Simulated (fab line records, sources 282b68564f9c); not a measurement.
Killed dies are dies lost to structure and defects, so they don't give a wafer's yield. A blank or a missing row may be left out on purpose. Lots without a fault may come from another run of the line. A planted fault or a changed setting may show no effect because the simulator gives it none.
Which tool did it? | flow rit_cmos | 14 lots, 42 wafers sampled, at 2 steps of a route of 202

WHAT THE GAUGES READ, wafer by wafer
RIT_PRETRO_OVL_MEAS_06. Usual: PRETRO_OVL -0.2 nm, standard deviation 1.3.
lot  | measured    | on         | PRETRO_OVL (nm) | flag
L894 | day 2 06:46 | overlay-02 | 0.6 -1.7 -0.2   |
L896 | day 2 19:31 | overlay-01 | 0.2 -0.4 -0.2   |
L897 | day 3 00:48 | overlay-01 | 1.2 0.7 -0.5    |
L899 | day 3 09:34 | overlay-02 | -2.1 -1.2 -2.7  |
L900 | day 3 14:13 | overlay-01 | 1.5 1.1 0.7     |
L907 | day 5 03:02 | overlay-02 | -2.2 -0.9 0.6   |
L908 | day 5 05:36 | overlay-02 | 0.3 -0.7 -0.1   |
L909 | day 5 11:57 | overlay-01 | -0.3 -0.3 0.0   |
L912 | day 6 03:57 | overlay-01 | 0.6 0.2 1.2     |
L913 | day 6 06:31 | overlay-02 | -1.7 -3.2 -0.9  |
L914 | day 6 14:21 | overlay-01 | 0.8 1.8 1.9     |
L915 | day 6 20:06 | overlay-01 | 1.4 1.0 1.0     |
L916 | day 6 22:53 | overlay-02 | -0.8 -0.9 0.4   |
L917 | day 7 02:34 | overlay-01 | 2.1 1.9 0.2     |

WHICH TOOL RAN EACH LOT (tool, then ch and the chambers of the sampled wafers, then the start)
lot  | RIT_ACTIVE_STRIP_14
L894 | plasma_asher-04 ch 0,1, day 1 14:50
L896 | plasma_asher-02 ch 1, day 2 01:51
L897 | plasma_asher-02 ch 0,1, day 2 06:49
L899 | plasma_asher-01 ch 0,1, day 2 15:55
L900 | plasma_asher-04 ch 0,1, day 2 22:31
L907 | plasma_asher-04 ch 0,1, day 4 09:32
L908 | plasma_asher-04 ch 0,1, day 4 13:17
L909 | plasma_asher-04 ch 0,1, day 4 18:38
L912 | plasma_asher-02 ch 0,1, day 5 08:54
L913 | plasma_asher-01 ch 0,1, day 5 15:02
L914 | plasma_asher-01 ch 0,1, day 5 19:17
L915 | plasma_asher-01 ch 0,1, day 6 01:37
L916 | plasma_asher-04 ch 0,1, day 6 06:47
L917 | plasma_asher-04 ch 0,1, day 6 10:02
- RIT_ACTIVE_STRIP_14: strips in O2, time 180 s.

WHAT THE TOOLS THEMSELVES READ (means of the sampled wafers that have a number; where no wafer has one, the mark that the record gives instead)
RIT_ACTIVE_STRIP_14. Usual: drypump_motor_current_A 5.9 A, standard deviation 0.38.
lot  | tool            | drypump_motor_current_A (A) | flag
L894 | plasma_asher-04 | 6.1                         |
L896 | plasma_asher-02 | 5.5                         |
L897 | plasma_asher-02 | 5.6                         |
L899 | plasma_asher-01 | 6.0                         |
L900 | plasma_asher-04 | 6.1                         |
L907 | plasma_asher-04 | 6.1                         |
L908 | plasma_asher-04 | 5.9                         |
L909 | plasma_asher-04 | 6.1                         |
L912 | plasma_asher-02 | 5.6                         |
L913 | plasma_asher-01 | 6.2                         |
L914 | plasma_asher-01 | 6.0                         |
L915 | plasma_asher-01 | 6.2                         |
L916 | plasma_asher-04 | 5.9                         |
L917 | plasma_asher-04 | 6.1                         |

THE ANSWER, worked out from the rows above alone
Rule: a lot is off if the mean of its wafers that have a number lies more than 3 standard deviations from the usual mean. A lot without any number at a reading at which 4 lots or more have one is off too. The other lots that the step has rows for count as sound. The gauges are gone through in route order, then the tools' own readings, and for those a lot's mean is taken as printed above. The first step at which some lot is off is used, and at that step the reading that is off furthest; a lot without a number counts as furthest.
No lot is off at any reading shown: from this, nothing can be told.

WHAT THE SIMULATOR HAD PUT IN
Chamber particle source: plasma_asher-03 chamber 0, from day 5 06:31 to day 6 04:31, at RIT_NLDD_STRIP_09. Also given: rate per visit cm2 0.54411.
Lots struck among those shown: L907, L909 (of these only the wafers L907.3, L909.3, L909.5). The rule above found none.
